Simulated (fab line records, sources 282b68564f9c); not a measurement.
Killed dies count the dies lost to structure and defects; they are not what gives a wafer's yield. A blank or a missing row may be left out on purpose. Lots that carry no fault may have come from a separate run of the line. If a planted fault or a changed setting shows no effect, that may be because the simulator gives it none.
A lot that was struck, set against a sound lot ; flow rit_cmos ; 27 steps out of a route of 202
Sound: these wafers, L426.3, L426.4, L426.6. Struck: wafer L435.5 (L435.1, L435.6, from the same lot, were not struck and are left out); the cause is given at the end.
Each step with rows lists, per side, the tool, then ch with its chambers, then its first start. Under that, the readings that differ: sound wafers ; struck wafers ; difference of the means ; sigmas: that difference in standard deviations of wafers without a fault.
alike: words and numbers the same on both sides, and readings whose means are apart by under 2 such deviations; not compared: readings that were withheld, readings missing a value for some wafer, numbers with overlapping values and no deviation given by the record, and bounds like >300 which may hide the same value.
The two part at a step that has a row with sigmas, a row that says differs or no value, or rows on one side only. Numbers that don't overlap but have no deviation are shown without sigmas and don't part them. Lack of a reading on every wafer of one side parts them only where that side has two or more wafers.

first, 4 steps without rows for these wafers: RIT_CONTACT_SOFTBAKE_04 (time 60 s); RIT_CONTACT_EXPOSE_05 (exposes mask M11, target cd 1000 nm); RIT_CONTACT_PEB_06; RIT_CONTACT_DEVELOP_07 (develop time 120 s).
RIT_CONTACT_CD_MEAS_08: the cd target is 1000 nm.
  sound on cd_sem-02 at day 5 19:17; struck on cd_sem-01 at day 7 14:10
  alike: cd_nm
RIT_CONTACT_OVL_MEAS_09:
  sound on overlay-01 at day 5 19:23; struck on overlay-01 at day 7 14:17
reading;sound;struck;difference;sigmas
CONTACT_OVL (nm);-2.4 -1.5 -2.0;2.2;+4.2;+3
then, 1 step without rows for these wafers: RIT_CONTACT_HARDBAKE_10 (time 60 s).
RIT_CONTACT_ETCH_11: etches SiO2 in CHF3/CF4/Ar, stops on TiSi2, target depth 480 nm, time 320 s.
  sound on rie_diel-03 ch 1,2,3, day 5 19:34; struck on rie_diel-01 ch 2, day 7 14:28
  alike: drypump_motor_current_A, oes_product_au, throttle_valve_pct
  not compared: rf_hours_counter_h
RIT_CONTACT_STRIP_12: strips in O2, time 180 s.
  sound on plasma_asher-03 ch 0,1, day 5 19:49; struck on plasma_asher-02 ch 0, day 7 14:40
  alike: drypump_motor_current_A
  not compared: rf_hours_counter_h
RIT_CONTACT_CD_MEAS_90: the cd target is 1000 nm.
  sound on cd_sem-02 at day 5 19:58; struck on cd_sem-02 at day 7 14:50
  alike: cd_nm
then, 2 steps without rows for these wafers: RIT_CONTACT_CLEAN_13 (cleans in SC1, time 600 s); RIT_CONTACT_CLEAN_14 (cleans in SC2, time 600 s).
RIT_M1_SPUTTER_00: material Al, target thk 400 nm, time 500 s.
  sound on pvd_sputter-02 at day 5 20:24; struck on pvd_sputter-02 at day 7 15:19
reading;sound;struck;difference;sigmas
model.Al_of_M1_SPUTTER_00.thk_nm (nm);394.2 400 397.5;534.7;+137.5;
  alike: throttle_valve_pct
RIT_M1_RS_MEAS_01: uses a four-point probe to measure.
  sound on film_metro-01 at day 5 20:44; struck on film_metro-02 at day 7 15:36
reading;sound;struck;difference;sigmas
M1_AL_RS (ohm/sq);0.0746 0.0735 0.0740;0.0544;-0.0196;-21
RIT_M1_THK_MEAS_02: measures by xrf.
  sound on film_metro-01 at day 5 20:50; struck on film_metro-02 at day 7 15:43
reading;sound;struck;difference;sigmas
M1_AL_THK (nm);397 400 397;537;+139;+27
then, 6 steps without rows for these wafers: RIT_M1_HMDS_03 (prime time 60 s); RIT_M1_COAT_04 (resist thk 1300 nm); RIT_M1_SOFTBAKE_05 (time 60 s); RIT_M1_EXPOSE_06 (exposes mask M12, target cd 2600 nm); RIT_M1_PEB_07; RIT_M1_DEVELOP_08 (develop time 64.68 s).
RIT_M1_CD_MEAS_09: the cd target is 2600 nm.
  sound on cd_sem-02 at day 5 22:03; struck on cd_sem-01 at day 7 16:40
  alike: cd_nm
RIT_M1_OVL_MEAS_10:
  sound on overlay-01 at day 5 22:08; struck on overlay-02 at day 7 16:47
  alike: M1_OVL
then, 1 step without rows for these wafers: RIT_M1_HARDBAKE_11 (time 120 s).
RIT_M1_METAL_ETCH_12: etches Al in Cl2/BCl3, stops on SiO2, time 165 s, target depth 600 nm.
  sound on rie_metal-01 ch 0,1, day 5 22:28; struck on rie_metal-04 ch 0, day 7 17:04
reading;sound;struck;difference;sigmas
oes_product_au (a.u.);0.758 0.756 0.763;0.919;+0.160;+15
  alike: drypump_motor_current_A, throttle_valve_pct
  not compared: rf_hours_counter_h
then, 1 step without rows for these wafers: RIT_M1_STRIP_13 (strips in nmp, time 600 s).
RIT_M1_PROBE_99:
  sound on prober-01 at day 6 00:46; struck on prober-02 at day 7 19:31
reading;sound;struck;difference;sigmas
model.etest.m1_comb_over_steps.leak_log10_a_um;-12.85 -13 -12.82;-7.23;+5.66;
model.etest.m1.rs_ohm_sq;0.07347 0.07259 0.07237;0.05483;-0.01798;
model.etest.antenna_m1.vt_shift_v (V);-0.01028 -0.008886 -0.00925;-0.002534;+0.006938;
  alike: defect_limited_yield, killed_at_contacts, killed_at_front_end, killed_dies, killed_open, killed_short

WHERE THEY PART
Last at RIT_M1_METAL_ETCH_12 as far as this record goes, first at RIT_CONTACT_OVL_MEAS_09. Later steps at which nothing parts them and some readings are alike: RIT_M1_PROBE_99.

WHY: the cause the simulator had injected
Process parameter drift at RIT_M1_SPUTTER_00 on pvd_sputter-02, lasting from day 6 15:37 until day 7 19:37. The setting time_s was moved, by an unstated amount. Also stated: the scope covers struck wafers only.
